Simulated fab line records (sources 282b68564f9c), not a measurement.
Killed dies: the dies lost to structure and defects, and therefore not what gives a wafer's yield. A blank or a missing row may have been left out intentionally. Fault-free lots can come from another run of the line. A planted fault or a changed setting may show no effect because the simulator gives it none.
fab line records	flow rit-cmos
[record] lots = 6	wafers = 18	last-day = 7
route steps=202 shown PSD@144 SDANNEAL@153 NSD@158 PLDD@159 NLDD@160 SILICIDE@161 M1@202
lots that met no fault: from a run of the same line without faults
start-h: hours from the record's opening day to when the first of the lot's shown wafers began	wait-h: how many hours have passed since the lot's step before this one	" repeats the value in the row above	L1.1+2: a single row standing in for several wafers	- value missing, or start not given	* or withheld: withheld	< > ~ a bound
route shown NAME@n: a module of which the file shows steps, and the number in the route of the first	usual: mean/standard deviation taken from wafers without a fault	same: alike in all rows	chamber/n: place in a boat	sites: readings site by site	_std_site: the standard deviation of these	_edge_site: mean of outer sites minus mean of inner sites	radius-mm: for every site, how far away it sits from the centre of the wafer	mask NAME#n: copy n	behind: tool/chamber where the wafer was last shaped	hold: cause of the lot's hold/its duration in hours/its outcome	device: the transistor (n, p or np) that didn't switch	end of line: tests of these same wafers at the route's end	where a step has no rows: the recipe by itself	killed: the dies lost at the first sort to structure and to defects; this is not the yield of the wafer	map: dies across one wafer; x = killed, . = not, _ = none there
set.NAME: the setting that was run; set.NAME@STEP: the one run at that earlier step	model.NAME: the simulator's own value behind a step, which no gauge read
a table for each step, a row for each wafer; lots at some steps of the route
services: from which hour (start-h, from the record's first day; less than 0 if before it) a tool's chamber was out of use, for how many hours, and why
[[steps]]
[step RIT_PSD_SOFTBAKE_02]
[recipe] resist = NOVOLAK	temp-c = 90	time-s = 60
[step RIT_PSD_EXPOSE_03]
[recipe] mask-id = M10	na = 0.57	target-cd-nm = 40900	dose-mj = 250
[step RIT_PSD_PEB_04]
[recipe] resist = NOVOLAK	temp-c = withheld	time-s = withheld
[step RIT_PSD_DEVELOP_05]
[recipe] resist = NOVOLAK	develop-time-s = 50	dev-temp-c = 23
[step RIT_PSD_OVL_MEAS_06]
[usual] PSD_OVL = -1.0/1.4
lot.wafer	tool	chamber	start-h	wait-h	PSD_OVL[nm]
L865.3	overlay-02	-	58.61	-	0.3
L865.4	"	-	"	"	-0.3
L865.5	"	-	"	"	1.3
L866.1	overlay-01	-	63.66	-	-1.8
L866.3	"	-	"	"	-2.2
L866.6	"	-	"	"	-1.6
L870.1	overlay-02	-	83.39	-	-1.0
L870.2	"	-	"	"	1.5
L870.5	"	-	"	"	1.5
L882.2	overlay-01	-	142.67	-	-1.2
L882.3	"	-	"	"	-3.0
L882.5	"	-	"	"	-1.3
L884.3	overlay-02	-	150.21	-	-1.1
L884.4	"	-	"	"	-2.9
L884.6	"	-	"	"	-0.4
L887.2	overlay-01	-	164.71	-	-1.2
L887.3	"	-	"	"	0.2
L887.6	"	-	"	"	0.1
[step RIT_PSD_HARDBAKE_07]
[recipe] resist = NOVOLAK	temp-c = 140	time-s = 60
[step RIT_PSD_IMPLANT_08]
[recipe] species = BF2	energy-kev = 27	dose-cm2 = 5e+15	tilt-deg = 7
[step RIT_PSD_STRIP_09]
[recipe] chemistry = O2	time-s = 180	resist = NOVOLAK	platen-temp-c = withheld	power-w = 500	pressure-mtorr = 4000	o2-flow-sccm = 4000
[usual] drypump-motor-current-A = 5.7/0.53	o2-flow-sccm = 4000/11
lot.wafer	tool	chamber	start-h	wait-h	drypump-motor-current-A	o2-flow-sccm	rf-hours-counter-h
L865.3	plasma-asher-02	0	58.99	0.1	5.6	4004	-
L865.4	"	1	"	"	5.5	3999	-
L865.5	"	1	"	"	5.5	3997	-
L866.1	plasma-asher-02	0	64.00	0.1	5.6	4011	41
L866.3	"	0	"	"	5.6	3978	-
L866.6	"	1	"	"	5.4	4004	-
L870.1	plasma-asher-02	1	83.72	0.1	5.4	4001	43
L870.2	"	0	"	"	5.6	3992	43
L870.5	"	0	"	"	5.6	4000	-
L882.2	plasma-asher-01	1	143.24	0.1	5.1	4020	36
L882.3	"	0	"	"	5.8	3995	-
L882.5	"	1	"	"	5.1	4020	-
L884.3	plasma-asher-02	1	150.59	0.1	5.4	3992	-
L884.4	"	0	"	"	5.6	3968	-
L884.6	"	0	"	"	5.6	3978	-
L887.2	plasma-asher-04	0	165.04	0.1	5.8	4024	54
L887.3	"	1	"	"	6.9	3995	-
L887.6	"	1	"	"	6.9	4005	-
[step RIT_PSD_TW_MEAS_10]
[usual] PSD_TW = 3443/33
lot.wafer	tool	chamber	start-h	wait-h	PSD_TW
L865.3	film-metro-02	-	59.13	0.1	3401
L865.4	"	-	"	"	3394
L865.5	"	-	"	"	3404
L866.1	film-metro-02	-	64.17	0.1	3402
L866.3	"	-	"	"	3403
L866.6	"	-	"	"	3416
L870.1	film-metro-04	-	83.90	0.1	3471
L870.2	"	-	"	"	3469
L870.5	"	-	"	"	3464
L882.2	film-metro-04	-	143.42	0.1	3492
L882.3	"	-	"	"	3493
L882.5	"	-	"	"	3471
L884.3	film-metro-03	-	150.73	0.1	3471
L884.4	"	-	"	"	3466
L884.6	"	-	"	"	3469
L887.2	film-metro-03	-	165.23	0.1	3488
L887.3	"	-	"	"	3465
L887.6	"	-	"	"	3452
[step RIT_SDANNEAL_CLEAN_00]
[recipe] chemistry = SC1	mix = 3:3:50	time-s = 600	temp-c = 75
[step RIT_SDANNEAL_CLEAN_01]
[recipe] chemistry = dHF	dilution = 50:1	time-s = 30
[step RIT_SDANNEAL_CLEAN_02]
[recipe] chemistry = SC2	mix = 3:3:50	time-s = 600	temp-c = 75	dry = n2-spin
[step RIT_SDANNEAL_RTA_03]
[recipe] temp-c = 1050	time-s = 5	idle-temp-c = 600	ramp-up-c-per-s = 342	ramp-down-c-per-s = 171	cool-to-c = 600	ambient = N2
[usual] wafer_temp_C_max = 1053.7/1.2
lot.wafer	tool	chamber	start-h	wait-h	wafer_temp_C_max
L865.3	rtp-anneal-02	0	59.59	0.0	1055.7
L865.4	"	0	"	"	1054.8
L865.5	"	0	"	"	1052.1
L866.1	rtp-anneal-01	0	64.77	0.0	1054.5
L866.3	"	0	"	"	1054.3
L866.6	"	0	"	"	1053.0
L870.1	rtp-anneal-01	0	84.36	0.0	1054.0
L870.2	"	0	"	"	1053.3
L870.5	"	0	"	"	1053.7
L882.2	rtp-anneal-01	0	143.88	0.0	987.7
L882.3	"	0	"	"	987.1
L882.5	"	0	"	"	987.1
L884.3	rtp-anneal-01	0	151.15	0.0	989.0
L884.4	"	0	"	"	988.9
L884.6	"	0	"	"	987.2
L887.2	rtp-anneal-02	0	165.67	0.0	1054.1
L887.3	"	0	"	"	1053.6
L887.6	"	0	"	"	1056.6
[step RIT_SDANNEAL_RS_MEAS_04]
[recipe] thk-meas-gauge = four-point-probe
[usual] PSD_RS = 115.93/0.26
lot.wafer	tool	chamber	start-h	wait-h	PSD_RS[ohm/sq]
L865.3	film-metro-04	-	59.67	0.1	115.98
L865.4	"	-	"	"	116.40
L865.5	"	-	"	"	116.01
L866.1	film-metro-03	-	64.83	0.0	115.72
L866.3	"	-	"	"	115.79
L866.6	"	-	"	"	115.72
L870.1	film-metro-03	-	84.42	0.0	116.18
L870.2	"	-	"	"	116.08
L870.5	"	-	"	"	115.60
L882.2	film-metro-04	-	143.95	0.1	166.27
L882.3	"	-	"	"	165.90
L882.5	"	-	"	"	165.83
L884.3	film-metro-02	-	151.23	0.1	165.75
L884.4	"	-	"	"	165.59
L884.6	"	-	"	"	165.96
L887.2	film-metro-03	-	165.74	0.1	116.20
L887.3	"	-	"	"	116.15
L887.6	"	-	"	"	115.57
[step RIT_SDANNEAL_RS_MEAS_05]
[recipe] thk-meas-gauge = four-point-probe
[usual] NSD_RS = 84.58/0.25
lot.wafer	tool	chamber	start-h	wait-h	NSD_RS[ohm/sq]
L865.3	film-metro-04	-	59.79	0.1	84.36
L865.4	"	-	"	"	84.33
L865.5	"	-	"	"	84.43
L866.1	film-metro-03	-	64.95	0.1	84.41
L866.3	"	-	"	"	84.35
L866.6	"	-	"	"	84.47
L870.1	film-metro-03	-	84.54	0.1	84.82
L870.2	"	-	"	"	84.78
L870.5	"	-	"	"	84.85
L882.2	film-metro-04	-	144.07	0.1	87.12
L882.3	"	-	"	"	86.94
L882.5	"	-	"	"	86.94
L884.3	film-metro-02	-	151.35	0.1	87.14
L884.4	"	-	"	"	87.14
L884.6	"	-	"	"	87.18
L887.2	film-metro-03	-	165.86	0.1	84.57
L887.3	"	-	"	"	84.50
L887.6	"	-	"	"	84.81
[step RIT_SDANNEAL_RS_MEAS_06]
[recipe] thk-meas-gauge = four-point-probe
[usual] PLDD_RS = 178.8/0.34
lot.wafer	tool	chamber	start-h	wait-h	PLDD_RS[ohm/sq]
L865.3	film-metro-04	-	59.91	0.1	179.0
L865.4	"	-	"	"	178.7
L865.5	"	-	"	"	178.9
L866.1	film-metro-03	-	65.07	0.1	178.8
L866.3	"	-	"	"	178.4
L866.6	"	-	"	"	178.5
L870.1	film-metro-03	-	84.66	0.1	179.1
L870.2	"	-	"	"	178.8
L870.5	"	-	"	"	179.0
L882.2	film-metro-04	-	144.19	0.1	246.5
L882.3	"	-	"	"	245.7
L882.5	"	-	"	"	245.5
L884.3	film-metro-02	-	151.47	0.1	245.6
L884.4	"	-	"	"	245.9
L884.6	"	-	"	"	245.9
L887.2	film-metro-03	-	165.98	0.1	179.1
L887.3	"	-	"	"	178.9
L887.6	"	-	"	"	179.0
[step RIT_SDANNEAL_RS_MEAS_07]
[recipe] thk-meas-gauge = four-point-probe
[usual] NLDD_RS = 151.8/0.5
lot.wafer	tool	chamber	start-h	wait-h	NLDD_RS[ohm/sq]
L865.3	film-metro-04	-	60.03	0.1	151.5
L865.4	"	-	"	"	151.5
L865.5	"	-	"	"	151.5
L866.1	film-metro-03	-	65.19	0.1	151.7
L866.3	"	-	"	"	152.3
L866.6	"	-	"	"	152.4
L870.1	film-metro-03	-	84.78	0.1	152.8
L870.2	"	-	"	"	151.8
L870.5	"	-	"	"	152.1
L882.2	film-metro-04	-	144.31	0.1	153.6
L882.3	"	-	"	"	153.6
L882.5	"	-	"	"	153.6
L884.3	film-metro-02	-	151.59	0.1	153.2
L884.4	"	-	"	"	152.9
L884.6	"	-	"	"	153.1
L887.2	film-metro-03	-	166.10	0.1	151.9
L887.3	"	-	"	"	152.5
L887.6	"	-	"	"	152.4
[step RIT_SILICIDE_WET_ETCH_00]
[recipe] chemistry = BOE	target = SiO2	target-depth-nm = 14	time-s = 15	dry = n2-spin	dilution = 10:1	temp-c = 21.5
[step RIT_M1_PROBE_99]
[usual] killed_at_M0_to_M3 = 0.0/0.12	killed-at-contacts = 0.0/0.16	killed-at-front-end = 7.1/2.7	killed-dies = 7.2/2.7	killed-open = 3.5/1.9	killed-short = 3.6/1.9
[same] gross-dies = 264	killed_at_M4_up = 0	killed-at-back-side = 0	killed-at-other = 0
lot.wafer	tool	chamber	start-h	wait-h	killed_at_M0_to_M3	killed-at-contacts	killed-at-front-end	killed-dies	killed-open	killed-short	model.etest.pmos-turned.r-on-ohm-um	model.etest.pmos_0p3.r-on-ohm-um	model.etest.pmos_0p15.r-on-ohm-um	model.etest.pldd.rs-ohm-sq	model.etest.nmos_0p3.r-on-ohm-um	model.etest.pmos-turned.drive-ua-um	model.etest.nmos_0p15.r-on-ohm-um	model.etest.nmos_0p15.drive-ua-um
L865.3	prober-01	-	67.00	0.2	0	0	3	3	3	0	3471	6347	2817	497.5	2147	186.7	1146	463
L865.4	prober-01	-	67.05	0.2	0	0	9	9	5	4	3478	6366	2820	481.3	2176	191.7	1182	469.9
L865.5	prober-01	-	67.10	0.2	0	0	5	5	2	3	3457	6326	2738	524.5	2135	185.9	1082	474.5
L866.1	prober-02	-	72.23	0.1	0	0	7	7	2	5	3198	5966	2595	454.8	2088	210	1076	490.3
L866.3	prober-02	-	72.33	0.2	0	0	5	5	0	5	3189	5980	2572	454.8	2080	205.8	1064	485.3
L866.6	prober-02	-	72.48	0.2	0	0	4	4	1	3	3161	6043	2594	456	2083	209.3	1070	486.5
L870.1	prober-02	-	91.79	0.1	0	1	6	7	3	4	3504	6286	2814	505.9	2208	189	1217	461.1
L870.2	prober-02	-	91.84	0.1	1	0	8	9	3	5	3388	6187	2746	494.9	2150	194.6	1142	467.5
L870.5	prober-02	-	91.99	0.2	0	0	9	9	7	2	3449	6242	2762	508.5	2134	186.9	1110	460.9
L882.2	prober-02	-	151.62	0.1	0	0	16	16	6	9	4953	7504	3584	687.2	2387	113.3	1222	397.6
L882.3	prober-02	-	151.67	0.2	0	0	4	4	3	1	4952	7404	3609	674.1	2386	114.8	1233	388.4
L882.5	prober-02	-	151.77	0.2	0	0	7	7	5	2	4853	7338	3594	663.9	2327	118.8	1234	398.7
L884.3	prober-02	-	158.65	0.2	0	0	7	7	2	5	4814	7442	3578	707.4	2316	117.8	1154	408.7
L884.4	prober-02	-	158.70	0.2	0	0	6	6	3	2	4877	7482	3628	706.2	2300	116.6	1175	417.8
L884.6	prober-02	-	158.80	0.2	0	0	3	3	0	3	4884	7235	3547	725.8	2263	119.2	1173	423.8
L887.2	prober-01	-	173.37	0.1	0	0	11	11	4	7	3352	6249	2694	487.7	2100	190.3	1074	474.5
L887.3	prober-01	-	173.42	0.2	0	0	9	9	4	5	3451	6220	2754	488.8	2153	189.5	1130	466.4
L887.6	prober-01	-	173.57	0.2	0	0	8	8	5	3	3388	6222	2736	485	2143	196.2	1127	477.2
// killed by level:class
L865.3 FOX2:geometric-particle:open=1 GATE:geometric-particle:open=1 REOX:geometric-particle:open=1
L865.4 GATE:geometric-particle:open=4 GATE:geometric-particle:short=3 FOX2:geometric-particle:short=1 FOX2:geometric-particle:open=1
L865.5 GATE:geometric-particle:short=2 REOX:geometric-particle:open=2 REOX:geometric-particle:short=1
L866.1 GATE:geometric-particle:short=2 SPACER:geometric-particle:short=2 FOX2:geometric-particle:open=1 GATE:geometric-particle:open=1 REOX:geometric-particle:short=1
L866.3 GATE:geometric-particle:short=2 FOX1:geometric-particle:short=1 FOX2:geometric-particle:short=1 SILICIDE:geometric-particle:short=1
L866.6 FOX2:geometric-particle:short=1 GATE:geometric-particle:short=1 REOX:geometric-particle:open=1 SILICIDE:geometric-particle:short=1
L870.1 GATE:geometric-particle:short=2 REOX:geometric-particle:short=2 FOX1:geometric-particle:open=1 REOX:geometric-particle:open=1 CONTACT:geometric-particle:open=1
L870.2 REOX:geometric-particle:short=2 SILICIDE:geometric-particle:open=2 SILICIDE:geometric-particle:short=2 FOX1:geometric-particle:short=1 REOX:geometric-particle:open=1 M1:coat-microbubble-printed=1
L870.5 FOX1:geometric-particle:open=2 GATE:geometric-particle:short=2 SILICIDE:geometric-particle:open=2 GATE:geometric-particle:open=1 REOX:geometric-particle:open=1 SPACER:geometric-particle:open=1
L882.2 GATE:geometric-particle:short=5 GATE:geometric-particle:open=4 REOX:geometric-particle:short=3 SPACER:geometric-particle:open=2 FOX2:geometric-particle:short=1 NSD:coat-microbubble-printed=1
L882.3 FOX1:geometric-particle:open=1 GATE:geometric-particle:short=1 GATE:geometric-particle:open=1 SPACER:geometric-particle:open=1
L882.5 GATE:geometric-particle:open=3 FOX2:geometric-particle:open=1 FOX2:geometric-particle:short=1 GATE:geometric-particle:short=1 SPACER:geometric-particle:open=1
L884.3 GATE:geometric-particle:open=2 GATE:geometric-particle:short=2 REOX:geometric-particle:short=2 SPACER:geometric-particle:short=1
L884.4 REOX:geometric-particle:open=2 GATE:geometric-particle:short=1 GATE:geometric-particle:open=1 SILICIDE:geometric-particle:short=1 GATE:coat-microbubble-printed=1
L884.6 FOX2:geometric-particle:short=1 GATE:geometric-particle:short=1 REOX:geometric-particle:short=1
L887.2 GATE:geometric-particle:short=4 SPACER:geometric-particle:short=2 SPACER:geometric-particle:open=2 SILICIDE:geometric-particle:open=2 FOX1:geometric-particle:short=1
L887.3 REOX:geometric-particle:short=4 REOX:geometric-particle:open=3 FOX1:geometric-particle:open=1 SILICIDE:geometric-particle:short=1
L887.6 GATE:geometric-particle:short=2 GATE:geometric-particle:open=2 REOX:geometric-particle:open=2 SILICIDE:geometric-particle:open=1 SILICIDE:geometric-particle:short=1
[[services]]
tool	chamber	start-h	hours	kind
plasma-asher-01	-	40.98	2.3	repair
plasma-asher-02	-	41.58	7.8	repair
plasma-asher-02	-	109.58	2.8	pm
rtp-anneal-01	-	158.18	3.7	pm
[[key]]
[first-sign] step = RIT_SDANNEAL_RTA_03	reading = wafer_temp_C_max	direction = down	sigmas = 56	usual = *	struck = *
[effect] step = RIT_SDANNEAL_RS_MEAS_04	reading = PSD_RS	direction = up	sigmas = 99+	usual = 115.93	struck = 165.88
[effect] step = RIT_SDANNEAL_RS_MEAS_05	reading = NSD_RS	direction = up	sigmas = 9.9	usual = 84.58	struck = 87.07
[effect] step = RIT_SDANNEAL_RS_MEAS_06	reading = PLDD_RS	direction = up	sigmas = 99+	usual = 178.8	struck = 245.8
[effect] step = RIT_SDANNEAL_RS_MEAS_07	reading = NLDD_RS	direction = up	sigmas = 3.1	usual = 151.8	struck = 153.3
[model-effect] step = RIT_M1_PROBE_99	value = etest.pmos-turned.r-on-ohm-um	without = 3448	struck = 4889
met-at RIT_SDANNEAL_RTA_03
struck-wafers L882.2,L882.3,L882.5,L884.3,L884.4,L884.6
tester-left-out L882,L884
onset-between 84.36 143.88
[fault] kind = process-parameter-drift	tool = rtp-anneal-01	chamber = -	onset-h = 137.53	steps = RIT_SDANNEAL_RTA_03	channel = temp-c	offset = *	shape = step	end-h = 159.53	acts-in = *	stated = *
// tester-left-out: of these lots the tester's yield and bins aren't shown, on N5 and GAA mostly nor the transistor test; their killed dies are dies lost to structure and defects alone, not to doping, threshold or leakage, so they don't give the yield
